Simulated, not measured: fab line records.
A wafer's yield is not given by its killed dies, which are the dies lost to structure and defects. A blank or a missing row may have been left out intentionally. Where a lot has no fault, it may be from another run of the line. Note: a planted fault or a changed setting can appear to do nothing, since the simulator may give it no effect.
Struck lot and sound lot, side by side / flow berkeley-cmos170 / 19 steps out of a route of 331
Sound: the wafers L779.1, L779.3, L779.5. Wafers L782.1, L782.5, L782.6 were the ones struck. The cause is given at the end.
Order at every step that has rows: each side's tool, ch and its chambers, its first start. Under that, the readings that differ: sound wafers / struck wafers / difference of the means / sigmas: that difference in standard deviations of wafers without a fault.
alike: same words and numbers on both sides, and readings whose means sit less than 2 such deviations apart. not compared: any withheld reading, any reading some wafer has no value for, any bound like >300 that may hide the same value, and any number with overlapping values for which the record gives no deviation.
Wherever a step has rows on one side only, a row that says differs or no value, or a row with sigmas, the two part there. Numbers that have no deviation but don't overlap get no sigmas and don't part them. A reading that every wafer of one side lacks parts them only if that side has two wafers or more.

first, 6 steps without rows for these wafers: UCB170_NVT_HMDS_00 (prime time 60 s); UCB170_NVT_COAT_01 (resist thk 900 nm); UCB170_NVT_SOFTBAKE_02 (time 60 s); UCB170_NVT_EXPOSE_03 (exposes mask PWELL, target cd 3000 nm); UCB170_NVT_PEB_04; UCB170_NVT_DEVELOP_05 (develop time 45 s).
UCB170_NVT_OVL_MEAS_06:
  struck on overlay-01, day 7 08:49; sound on overlay-01, day 7 01:01
  alike: NVT_OVL
then, 1 step without rows for these wafers: UCB170_NVT_IMPLANT_07.
UCB170_NVT_STRIP_08: strips in O2.
  sound on plasma-asher-03 ch 0,1, day 7 01:11; struck on plasma-asher-02 ch 0,1, day 7 09:01
  alike: chamber-pressure-mTorr, drypump-motor-current-A, oes-product-au, strip-time-to-endpoint-s
  not compared: rf-hours-counter-h
UCB170_NVT_TW_MEAS_09:
  struck on film-metro-02, day 7 09:07; sound on film-metro-03, day 7 01:17
  alike: NVT_TW
then, 2 steps without rows for these wafers: UCB170_NVT_CLEAN_10 (cleans in SPM, time 600 s); UCB170_PVT_HMDS_00 (prime time 60 s).
UCB170_PVT_COAT_01: resist thk 900 nm.
  struck on litho-track-04, day 7 10:52; sound on litho-track-03 ch 0, day 7 01:58
  no value came back on the struck wafers for chill-plate-temp-C (C), dispense-pressure-kPa (kPa); on the sound wafers chill-plate-temp-C (C) reads 22.74 22.73 22.90
then, 4 steps without rows for these wafers: UCB170_PVT_SOFTBAKE_02 (time 60 s); UCB170_PVT_EXPOSE_03 (exposes mask NWELL, target cd 3000 nm); UCB170_PVT_PEB_04; UCB170_PVT_DEVELOP_05 (develop time 45 s).
UCB170_PVT_OVL_MEAS_06:
  struck on overlay-02, day 7 11:54; sound on overlay-02, day 7 02:46
reading=PVT_OVL (nm); sound=4 4 9; struck=- - -; difference=no value on the struck wafers; sigmas=
then, 1 step without rows for these wafers: UCB170_PVT_IMPLANT_07.

## WHERE THEY PART
Earliest at UCB170_PVT_COAT_01; latest, in this record, at UCB170_PVT_OVL_MEAS_06.

WHY: whatever the simulator had introduced
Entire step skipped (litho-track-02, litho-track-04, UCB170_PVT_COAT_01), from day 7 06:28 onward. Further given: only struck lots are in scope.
